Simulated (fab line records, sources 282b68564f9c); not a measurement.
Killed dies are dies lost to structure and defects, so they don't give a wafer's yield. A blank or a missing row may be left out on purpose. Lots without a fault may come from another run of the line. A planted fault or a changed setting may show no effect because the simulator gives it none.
A struck lot beside a sound one | flow rit_cmos | 32 steps out of a route of 202
Sound: wafers L324.2, L324.4, L324.5. Struck: wafers L339.3, L339.5, L339.6. The cause comes at the end.
At each step with rows: each side's tool, then ch and its chambers, then its first start. Under that, the readings that differ: sound wafers | struck wafers | difference of the means | sigmas: that difference in standard deviations of wafers without a fault.
alike: readings whose means differ by less than 2 such deviations, and words and numbers that are the same on both sides. not compared: withheld readings, readings that some wafer has no value for, bounds like >300 that may hide the same value, and numbers for which the record gives no deviation and whose values overlap.
The two part at a step that has a row with sigmas, a row that says differs or no value, or rows on one side only. Numbers that don't overlap but have no deviation are shown without sigmas and don't part them. A reading that every wafer of one side lacks parts them only if that side has two wafers or more.

first, 2 steps without rows for these wafers: RIT_SPACER_CLEAN_02 (cleans in SC2, time 600 s); RIT_SPACER_CVD_03 (deposits Si3N4 from SiH2Cl2/NH3, target thk 250 nm, time 3300 s).
RIT_SPACER_THK_MEAS_04:
  sound on film_metro-03, day 4 03:33; struck on film_metro-04, day 7 03:34
  reading                 | sound             | struck            | difference | sigmas
  SPACER_NITRIDE_THK (nm) | 251.5 248.5 249.5 | 256.7 256.1 252.9 | +5.4       | +2
RIT_SPACER_ETCHBACK_05: etches Si3N4 in SF6/CHF3, stops on SiO2, target depth 250 nm, time 240 s.
  sound on rie_diel-02 ch 1,2,3, day 4 03:36; struck on rie_diel-03 ch 1,2, day 7 03:37
  alike: CHF3_flow_sccm, drypump_motor_current_A, oes_product_au, throttle_valve_pct
  not compared: rf_hours_counter_h
then, 6 steps without rows for these wafers: RIT_NSD_HMDS_00 (prime time 60 s); RIT_NSD_COAT_01 (resist thk 1000 nm); RIT_NSD_SOFTBAKE_02 (time 60 s); RIT_NSD_EXPOSE_03 (exposes mask M9, target cd 40700 nm); RIT_NSD_PEB_04; RIT_NSD_DEVELOP_05 (develop time 50 s).
RIT_NSD_OVL_MEAS_06:
  sound on overlay-02, day 4 04:44; struck on overlay-02, day 7 04:50
  alike: NSD_OVL
then, 1 step without rows for these wafers: RIT_NSD_HARDBAKE_07 (time 60 s).
RIT_NSD_IMPLANT_08:
  sound on implanter-04 ch 0, day 4 04:56; struck on implanter-04 ch 0, day 7 05:04
  reading                          | sound                         | struck                       | difference | sigmas
  dose_ions_cm2                    | 9.994e+14 9.993e+14 9.996e+14 | 3.99e+14 3.993e+14 3.985e+14 | -6.00e+14  | -99 or more
  end_station_pressure_torr (Torr) | 7.7e-06 7.9e-06 7.3e-06       | 6e-06 6.3e-06 5.6e-06        | -2e-06     | -4
  faraday_current_uA               | 3145 3288 3225                | 1224 1243 1259               | -1977      | -30
RIT_NSD_STRIP_09: strips in O2, time 180 s.
  sound on plasma_asher-04 ch 0,1, day 4 05:04; struck on plasma_asher-01 ch 0,1, day 7 05:13
  alike: drypump_motor_current_A
  not compared: rf_hours_counter_h
RIT_NSD_TW_MEAS_10:
  sound on film_metro-03, day 4 05:15; struck on film_metro-01, day 7 05:35
  reading | sound          | struck         | difference | sigmas
  NSD_TW  | 3093 3091 3092 | 2544 2541 2554 | -546       | -14
  not compared: hold
then, 5 steps without rows for these wafers: RIT_PSD_COAT_01 (resist thk 1000 nm); RIT_PSD_SOFTBAKE_02 (time 60 s); RIT_PSD_EXPOSE_03 (exposes mask M10, target cd 40900 nm); RIT_PSD_PEB_04; RIT_PSD_DEVELOP_05 (develop time 50 s).
RIT_PSD_OVL_MEAS_06:
  sound on overlay-01, day 4 06:17; struck on overlay-02, day 7 14:46
  reading      | sound         | struck      | difference | sigmas
  PSD_OVL (nm) | -2.9 0.3 -0.8 | 3.3 5.3 3.1 | +5.0       | +4
then, 2 steps without rows for these wafers: RIT_PSD_HARDBAKE_07 (time 60 s); RIT_PSD_IMPLANT_08.
RIT_PSD_STRIP_09: strips in O2, time 180 s.
  sound on plasma_asher-01 ch 0,1, day 4 06:40; struck on plasma_asher-01 ch 0,1, day 7 15:19
  alike: drypump_motor_current_A
  not compared: rf_hours_counter_h
RIT_PSD_TW_MEAS_10:
  sound on film_metro-02, day 4 06:52; struck on film_metro-03, day 7 15:28
  reading | sound          | struck         | difference | sigmas
  PSD_TW  | 3487 3469 3487 | 3396 3386 3386 | -92        | -2
then, 3 steps without rows for these wafers: RIT_SDANNEAL_CLEAN_00 (cleans in SC1, time 600 s); RIT_SDANNEAL_CLEAN_01 (cleans in dHF, time 30 s); RIT_SDANNEAL_CLEAN_02 (cleans in SC2, time 600 s).
RIT_SDANNEAL_RTA_03: time 5 s.
  sound on rtp_anneal-01 ch 0, day 4 07:17; struck on rtp_anneal-02 ch 0, day 7 15:56
  alike: wafer_temp_C_max
RIT_SDANNEAL_RS_MEAS_04: measures by four-point-probe.
  sound on film_metro-03, day 4 07:21; struck on film_metro-02, day 7 16:01
  alike: PSD_RS
RIT_SDANNEAL_RS_MEAS_05: measures by four-point-probe.
  sound on film_metro-03, day 4 07:28; struck on film_metro-02, day 7 16:25
  reading         | sound             | struck               | difference | sigmas
  NSD_RS (ohm/sq) | 84.68 84.22 84.80 | 175.95 176.97 176.31 | +91.84     | +99 or more
  not compared: hold
RIT_M1_PROBE_99:
  the record has rows for the sound wafers here (prober-02, day 4 14:38) and none for the struck ones

WHERE THEY PART
First at RIT_SPACER_THK_MEAS_04; last, within this record, at RIT_M1_PROBE_99.

WHY: what the simulator had put in
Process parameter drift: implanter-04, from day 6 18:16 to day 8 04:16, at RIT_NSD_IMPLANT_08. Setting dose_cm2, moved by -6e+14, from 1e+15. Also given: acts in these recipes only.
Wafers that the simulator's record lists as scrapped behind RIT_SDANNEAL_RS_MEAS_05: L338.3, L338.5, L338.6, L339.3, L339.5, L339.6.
